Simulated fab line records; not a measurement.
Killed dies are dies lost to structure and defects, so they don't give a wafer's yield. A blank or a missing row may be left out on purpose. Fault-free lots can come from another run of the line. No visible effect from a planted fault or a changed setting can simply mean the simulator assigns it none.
A struck lot beside a sound one || flow berkeley cmos170 || 13 steps out of a route of 331
Sound: the wafers L973.2, L973.3, L973.4. Wafers struck: L986.1, L986.2, L986.5. At the end, the cause is stated.
At each step with rows: each side's tool, then ch and its chambers, then its first start. Under that, the readings that differ: sound wafers || struck wafers || difference of the means || sigmas: that difference in standard deviations of wafers without a fault.
alike: same words and numbers on both sides, and readings whose means sit less than 2 such deviations apart. not compared: any withheld reading, any reading some wafer has no value for, any bound like >300 that may hide the same value, and any number with overlapping values for which the record gives no deviation.
A row with sigmas, a row that says differs or no value, or rows on one side alone: a step with any of these is where the two part. Numbers that don't overlap but have no deviation are shown without sigmas and don't part them. A reading that every wafer of one side lacks parts them only if that side has two wafers or more.

UCB170_START_BOW_MEAS_00:
  sound: film metro-02 at day 2 06:01; struck: film metro-02 at day 4 23:00
  alike: INCOMING_BOW
then, 2 steps without rows for these wafers: UCB170_START_CLEAN_01 (cleans in dHF, time 60 s); UCB170_START_OXIDATION_02 (target thk 20 nm, ox time 1800 s).
UCB170_START_THK_MEAS_03:
  sound: film metro-03 at day 2 08:00; struck: film metro-01 at day 5 02:46
  alike: START_OXIDE_THK
then, 4 steps without rows for these wafers: UCB170_START_ANNEAL_04 (time 1200 s); UCB170_ZERO_HMDS_00 (prime time 60 s); UCB170_ZERO_COAT_01 (resist thk 900 nm); UCB170_ZERO_SOFTBAKE_02 (time 60 s).
UCB170_ZERO_EXPOSE_03: exposes mask PM MARKS, target cd 4000 nm.
  sound on krf scanner-01 ch 0, day 2 12:06; struck on krf scanner-02, day 5 05:24
  no value came back on the struck wafers for exposure dose mJ cm2, focus offset nm (nm), sigma outer; on the sound wafers exposure dose mJ cm2 reads 30.003 29.993 30.016
  alike: mask
then, 2 steps without rows for these wafers: UCB170_ZERO_PEB_04; UCB170_ZERO_DEVELOP_05 (develop time 45 s).
UCB170_ZERO_ETCH_06: etches SiO2 in CHF3/CF4/Ar, time 12 s.
  sound on rie diel-01 ch 1,2,3, day 2 12:28; struck on rie diel-02 ch 0,2, day 5 06:19
{"reading": "oes product au (a.u.)", "sound": "0.629 0.606 0.596", "struck": "0.379 0.374 0.387", "difference": -0.230, "sigmas": -19}
  alike: drypump motor current A, throttle valve pct
  not compared: rf hours counter h
UCB170_ZERO_STRIP_07: strips in O2.
  sound on plasma asher-03 ch 0,1, day 2 12:29; struck on plasma asher-03 ch 0,1, day 5 06:20
  alike: drypump motor current A, oes product au, strip time to endpoint s
  not compared: rf hours counter h

WHERE THEY PART
First at UCB170_ZERO_EXPOSE_03; last, within this record, at UCB170_ZERO_ETCH_06. Later steps at which nothing parts them and some readings are alike: UCB170_ZERO_STRIP_07.

WHY: what the simulator had put in
Whole step skipped at UCB170_ZERO_EXPOSE_03 on krf scanner-02, starting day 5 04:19. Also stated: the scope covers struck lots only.
